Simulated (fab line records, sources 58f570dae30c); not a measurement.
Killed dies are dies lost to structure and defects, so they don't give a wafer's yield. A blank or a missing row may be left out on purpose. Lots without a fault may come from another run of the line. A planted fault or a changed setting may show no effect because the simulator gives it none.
Which tool did it? | flow berkeley_cmos170 | 7 lots, 21 wafers sampled, at 3 steps of a route of 331

WHAT THE GAUGES READ, wafer by wafer
UCB170_V1_CD_MEAS_12: target cd 700 nm.
lot  | measured     | on        | cd_nm (nm)
L253 | day 8 18:06  | cd_sem-02 | 698.8 697.4 700.9
L258 | day 9 18:24  | cd_sem-02 | 698.0 699.6 697.9
L263 | day 10 21:56 | cd_sem-02 | 699.5 699.3 699.4
L265 | day 11 19:43 | cd_sem-02 | 698.1 699.9 700.1
L269 | day 12 02:41 | cd_sem-01 | 699.2 698.8 700.4
L272 | day 12 15:43 | cd_sem-01 | 698.5 696.6 696.7
L275 | day 13 10:11 | cd_sem-02 | 699.9 700.3 699.8

WHICH TOOL RAN EACH LOT (tool, then ch and the chambers of the sampled wafers, then the start)
lot  | UCB170_NWELL_WET_ETCH_00       | UCB170_M1_ETCH_11
L253 | wet_bench-04 ch 3, day 2 03:31 | rie_diel-01 ch 1,2, day 8 13:44
L258 | wet_bench-03 ch 3, day 3 07:28 | rie_diel-03 ch 1,2,3, day 9 11:45
L263 | wet_bench-03 ch 2, day 4 09:23 | rie_diel-03 ch 0,3, day 10 17:38
L265 | wet_bench-04 ch 0, day 4 19:41 | rie_diel-03 ch 2,3, day 11 15:52
L269 | wet_bench-02 ch 3, day 5 15:25 | rie_diel-01 ch 0,1,2, day 11 23:04
L272 | wet_bench-02 ch 1, day 5 23:32 | rie_diel-01 ch 0,2,3, day 12 11:47
L275 | wet_bench-04 ch 3, day 6 20:36 | rie_diel-01 ch 0,2,3, day 13 06:15
- UCB170_NWELL_WET_ETCH_00: etches SiO2 in dHF, time 200 s.
- UCB170_M1_ETCH_11: etches BARC in N2/H2.

THE ANSWER, worked out from the rows above alone
Rule: what is usual is taken from the lots themselves. Put in order of their means at a reading, lots are off if they are a third of the lots or fewer, leave a main group of 4 or more, and stand apart from it by a gap of 3 or more times the standard deviation of the main group's means; of several such gaps the widest counts. A main group whose means are all the same, to the digits that the tables above print for the reading, isn't used. A lot without any number at a reading at which 4 lots or more have one is off too. The other lots that the step has rows for count as sound.
No lot is off at any reading shown: from this, nothing can be told.

WHAT THE SIMULATOR HAD PUT IN
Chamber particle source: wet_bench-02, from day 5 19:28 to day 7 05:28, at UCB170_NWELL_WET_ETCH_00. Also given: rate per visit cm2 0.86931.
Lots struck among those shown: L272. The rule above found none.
